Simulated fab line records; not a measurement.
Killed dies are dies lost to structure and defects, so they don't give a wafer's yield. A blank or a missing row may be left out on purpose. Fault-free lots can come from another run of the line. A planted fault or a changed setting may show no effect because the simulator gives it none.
The tool behind it: which one? / flow berkeley cmos170 / 15 lots, 45 wafers sampled, at 2 steps of a route of 331

## WHAT THE GAUGES SHOWED, per wafer
UCB170_M1_OVL_MEAS_10. Usual: M1_OVL 2 nm, standard deviation 5.7.
lot=L331; measured=day 8 04:14; on=overlay-01; M1_OVL (nm)=5 1 6; flag=
lot=L332; measured=day 8 19:24; on=overlay-02; M1_OVL (nm)=5 1 4; flag=
lot=L333; measured=day 8 20:23; on=overlay-01; M1_OVL (nm)=-4 -4 -6; flag=
lot=L334; measured=day 8 20:47; on=overlay-01; M1_OVL (nm)=-4 -3 -2; flag=
lot=L336; measured=day 9 12:11; on=overlay-02; M1_OVL (nm)=7 3 7; flag=
lot=L338; measured=day 9 13:14; on=overlay-01; M1_OVL (nm)=4 -3 -4; flag=
lot=L337; measured=day 9 14:05; on=overlay-02; M1_OVL (nm)=11 2 7; flag=
lot=L342; measured=day 10 05:58; on=overlay-01; M1_OVL (nm)=-1 12 9; flag=
lot=L343; measured=day 11 00:22; on=overlay-01; M1_OVL (nm)=6 4 9; flag=
lot=L345; measured=day 11 07:26; on=overlay-02; M1_OVL (nm)=13 11 16; flag=
lot=L350; measured=day 12 11:58; on=overlay-01; M1_OVL (nm)=1 14 -2; flag=
lot=L351; measured=day 12 12:43; on=overlay-01; M1_OVL (nm)=5 8 7; flag=
lot=L352; measured=day 12 13:14; on=overlay-02; M1_OVL (nm)=-7 -3 -3; flag=
lot=L353; measured=day 12 14:01; on=overlay-02; M1_OVL (nm)=6 5 7; flag=
lot=L354; measured=day 12 16:40; on=overlay-01; M1_OVL (nm)=8 3 -2; flag=

UCB170_V1_OVL_MEAS_13. Usual: V1_OVL -3 nm, standard deviation 7.4.
lot=L331; measured=day 8 07:50; on=overlay-01; V1_OVL (nm)=-1 -12 -7; flag=
lot=L332; measured=day 8 23:42; on=overlay-01; V1_OVL (nm)=-8 -1 -1; flag=
lot=L333; measured=day 9 01:38; on=overlay-01; V1_OVL (nm)=12 14 11; flag=
lot=L334; measured=day 9 01:52; on=overlay-01; V1_OVL (nm)=-18 -17 -19; flag=
lot=L336; measured=day 9 16:14; on=overlay-01; V1_OVL (nm)=2 0 3; flag=
lot=L338; measured=day 9 17:24; on=overlay-02; V1_OVL (nm)=-5 -12 -1; flag=
lot=L337; measured=day 9 18:28; on=overlay-01; V1_OVL (nm)=-14 -10 -2; flag=
lot=L342; measured=day 10 14:02; on=overlay-01; V1_OVL (nm)=-4 1 -6; flag=
lot=L343; measured=day 11 05:52; on=overlay-02; V1_OVL (nm)=-4 3 3; flag=
lot=L345; measured=day 11 12:07; on=overlay-01; V1_OVL (nm)=-9 -10 -10; flag=
lot=L350; measured=day 12 16:26; on=overlay-02; V1_OVL (nm)=4 -1 1; flag=
lot=L351; measured=day 12 18:07; on=overlay-02; V1_OVL (nm)=-4 0 0; flag=
lot=L352; measured=day 12 18:32; on=overlay-02; V1_OVL (nm)=2 -12 -10; flag=
lot=L353; measured=day 12 19:04; on=overlay-01; V1_OVL (nm)=-18 -20 -15; flag=
lot=L354; measured=day 12 21:47; on=overlay-02; V1_OVL (nm)=3 0 4; flag=

## WHAT TOOL EACH LOT RAN ON (gives the tool, then ch and the chambers of the sampled wafers, and finally the start)
Record: no process step prior to these readings.

## WHAT THE TOOLS THEMSELVES READ (means of the sampled wafers that have a number; where no wafer has one, the mark that the record gives instead)
The record holds no such reading with a usual standard deviation.

## THE ANSWER, worked out from the rows above alone
Rule: a lot is off if the mean of its wafers that have a number lies more than 3 standard deviations from the usual mean. A lot without any number at a reading at which 4 lots or more have one is off too. The other lots that the step has rows for count as sound. After the gauges, taken in route order, come the tools' own readings; for these a lot's mean is taken, as printed above. The first step at which some lot is off is used, and at that step the reading that is off furthest; a lot without a number counts as furthest.
No lot is off on any of the readings shown, so nothing can be concluded from this.

## WHAT WAS PUT IN BY THE SIMULATOR
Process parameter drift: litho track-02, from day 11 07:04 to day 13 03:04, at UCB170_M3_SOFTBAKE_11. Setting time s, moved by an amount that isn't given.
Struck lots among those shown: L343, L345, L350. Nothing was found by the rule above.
